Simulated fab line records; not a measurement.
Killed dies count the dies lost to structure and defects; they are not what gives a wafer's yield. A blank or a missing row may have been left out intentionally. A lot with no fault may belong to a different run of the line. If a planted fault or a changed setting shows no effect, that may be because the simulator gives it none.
Comparing a struck lot with a sound one    flow ritCmos    16 out of 202 route steps
Sound: the wafers L938.2, L938.3, L938.5. Wafers L946.2, L946.5, L946.6 were the ones struck. The cause is given at the end.
Order at every step that has rows: each side's tool, ch and its chambers, its first start. Under that, the readings that differ: sound wafers    struck wafers    difference of the means    sigmas: that difference in standard deviations of wafers without a fault.
alike: a reading whose means differ by less than 2 such deviations, as well as words and numbers matching on both sides. not compared: withheld readings; readings where some wafer has no value; bounds like >300 that might hide an equal value; numbers whose values overlap and for which the record gives no deviation.
Wherever a step has rows on one side only, a row that says differs or no value, or a row with sigmas, the two part there. Non-overlapping numbers with no deviation appear without sigmas and do not part them. Lack of a reading on every wafer of one side parts them only where that side has two or more wafers.

RIT_ACTIVE_BOW_MEAS_00:
  sound on filmMetro-01 at day 2 06:01; struck on filmMetro-01 at day 3 22:01
  alike: INCOMING_BOW
then, 1 step without rows for these wafers: RIT_ACTIVE_OXIDATION_01 (target thk 46.8 nm, ox time 3360 s).
RIT_ACTIVE_THK_MEAS_02:
  sound on filmMetro-01 at day 2 10:12; struck on filmMetro-04 at day 4 00:16
  alike: ACTIVE_OXIDE_THK
then, 1 step without rows for these wafers: RIT_ACTIVE_CVD_03 (deposits Si3N4 from SiH2Cl2/NH3, target thk 150 nm, time 1500 s).
RIT_ACTIVE_THK_MEAS_04:
  sound on filmMetro-01 at day 2 12:23; struck on filmMetro-02 at day 4 02:53
  alike: ACTIVE_NITRIDE_THK
then, 3 steps without rows for these wafers: RIT_ACTIVE_HMDS_05 (prime time 60 s); RIT_ACTIVE_COAT_06 (resist thk 1000 nm); RIT_ACTIVE_SOFTBAKE_07 (time 60 s).
RIT_ACTIVE_EXPOSE_08: exposes mask M1, target cd 1400 nm.
  sound on ilineStepper-02 ch 0, day 2 12:55; struck on ilineStepper-02 ch 0, day 4 03:35
reading            sound                 struck                difference  sigmas
exposureDoseMJCm2  225.01 224.53 224.87  183.45 183.71 183.48  -41.26      -99 or more
  alike: mask, reticleTempC
then, 2 steps without rows for these wafers: RIT_ACTIVE_PEB_09; RIT_ACTIVE_DEVELOP_10 (develop time 50 s).
RIT_ACTIVE_CD_MEAS_11: the cd target is 1400 nm.
  sound on cdSem-01 at day 2 13:19; struck on cdSem-02 at day 4 03:59
reading    sound                 struck                difference  sigmas
cdNm (nm)  1399.8 1397.2 1399.9  1460.1 1461.0 1460.7  +61.6       +34
then, 1 step without rows for these wafers: RIT_ACTIVE_HARDBAKE_12 (time 60 s).
RIT_ACTIVE_ETCH_13: etches Si3N4 in SF6, stops on SiO2, time 210 s, target depth 210 nm.
  sound on rieDiel-03 ch 0,1,3, day 2 13:34; struck on rieDiel-01 ch 0,2,3, day 4 04:16
reading                 sound           struck          difference  sigmas
model.ACTIVE.cdNm (nm)  1400 1397 1400  1460 1461 1461  +62         
  alike: drypumpMotorCurrentA, oesProductAu, throttleValvePct
  not compared: rfHoursCounterH
RIT_ACTIVE_STRIP_14: strips in O2, time 180 s.
  sound on plasmaAsher-04 ch 0,1, day 2 13:41; struck on plasmaAsher-04 ch 0,1, day 4 04:23
  alike: drypumpMotorCurrentA
  not compared: rfHoursCounterH
RIT_M1_PROBE_99:
  sound on prober-02 at day 4 14:16; struck on prober-02 at day 6 03:19
reading                            sound                struck               difference  sigmas
model.etest.pplusSal.widthNm (nm)  3445 3441 3417       3514 3511 3511       +78         
model.etest.nplusSal.widthNm (nm)  3440 3412 3427       3518 3514 3512       +88         
model.etest.pldd.widthNm (nm)      3169 3172 3162       3245 3244 3234       +73         
model.etest.nldd.widthNm (nm)      3160 3169 3173       3231 3248 3231       +69         
model.etest.nmosNarrow.driveUaUm   232.8 229.9 232.6    240.5 234.2 240      +6.5        
model.etest.fieldP.vtV (V)         -12.67 -12.57 -12.6  -13.07 -12.98 -13.1  -0.44       
  alike: killed_at_M0_to_M3, killedAtContacts, killedAtFrontEnd, killedDies, killedOnRim, killedOpen, killedShort
  not compared: model.etest.pmosNarrow.driveUaUm, model.etest.pplusSal.lineOhmUm

== WHERE THEY PART ==
Last at RIT_ACTIVE_CD_MEAS_11 as far as this record goes, first at RIT_ACTIVE_EXPOSE_08. Later steps at which nothing parts them and some readings are alike: RIT_ACTIVE_ETCH_13, RIT_ACTIVE_STRIP_14, RIT_M1_PROBE_99.

WHY: what had been put in by the simulator
Drift in process parameters on ilineStepper-02 at RIT_ACTIVE_EXPOSE_08, starting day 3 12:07. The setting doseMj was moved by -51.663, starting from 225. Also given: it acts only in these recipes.
